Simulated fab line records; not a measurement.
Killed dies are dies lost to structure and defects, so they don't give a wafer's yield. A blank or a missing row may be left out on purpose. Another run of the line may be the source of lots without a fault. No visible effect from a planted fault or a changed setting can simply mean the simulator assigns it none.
Which of the tools did it?	flow berkeley-cmos170	7 lots, 21 wafers sampled, at 2 steps of a route of 331

WHAT THE GAUGES SHOWED, per wafer
UCB170_M2_CD_MEAS_15: target cd 700 nm.
lot	measured	on	cd-nm (nm)
L219	day 8 23:26	cd-sem-02	704.3 704.5 703.4
L222	day 9 08:56	cd-sem-02	699.1 700.9 698.5
L224	day 9 23:50	cd-sem-01	701.4 702.1 701.5
L227	day 10 16:52	cd-sem-01	699.4 699.4 699.4
L234	day 11 20:50	cd-sem-01	700.7 698.9 699.6
L238	day 13 06:29	cd-sem-02	701.3 700.9 701.0
L240	day 13 23:57	cd-sem-01	701.2 701.0 701.3

TOOL THAT RAN EACH LOT (tool first, then ch and the chambers of the sampled wafers, then the start)
lot	UCB170_PVT_STRIP_08
L219	plasma-asher-04 ch 0,1, day 6 20:29
L222	plasma-asher-04 ch 0,1, day 7 10:08
L224	plasma-asher-03 ch 0,1, day 7 23:07
L227	plasma-asher-03 ch 0,1, day 8 15:26
L234	plasma-asher-03 ch 0,1, day 9 20:31
L238	plasma-asher-02 ch 0,1, day 11 08:13
L240	plasma-asher-04 ch 0,1, day 11 21:23
- UCB170_PVT_STRIP_08: strips in O2.

THE ANSWER, worked out from the rows above alone
Rule: usual is defined by the lots themselves. Put in order of their means at a reading, lots are off if they are a third of the lots or fewer, leave a main group of 4 or more, and stand apart from it by a gap of 3 or more times the standard deviation of the main group's means; of several such gaps the widest counts. The tables above print the reading to a certain number of digits; a main group whose means all agree to those digits is not used. A lot without any number at a reading at which 4 lots or more have one is off too. Any other lot the step has rows for is counted as sound.
No lot is off on any of the readings shown, so nothing can be concluded from this.

WHAT WAS PUT IN BY THE SIMULATOR
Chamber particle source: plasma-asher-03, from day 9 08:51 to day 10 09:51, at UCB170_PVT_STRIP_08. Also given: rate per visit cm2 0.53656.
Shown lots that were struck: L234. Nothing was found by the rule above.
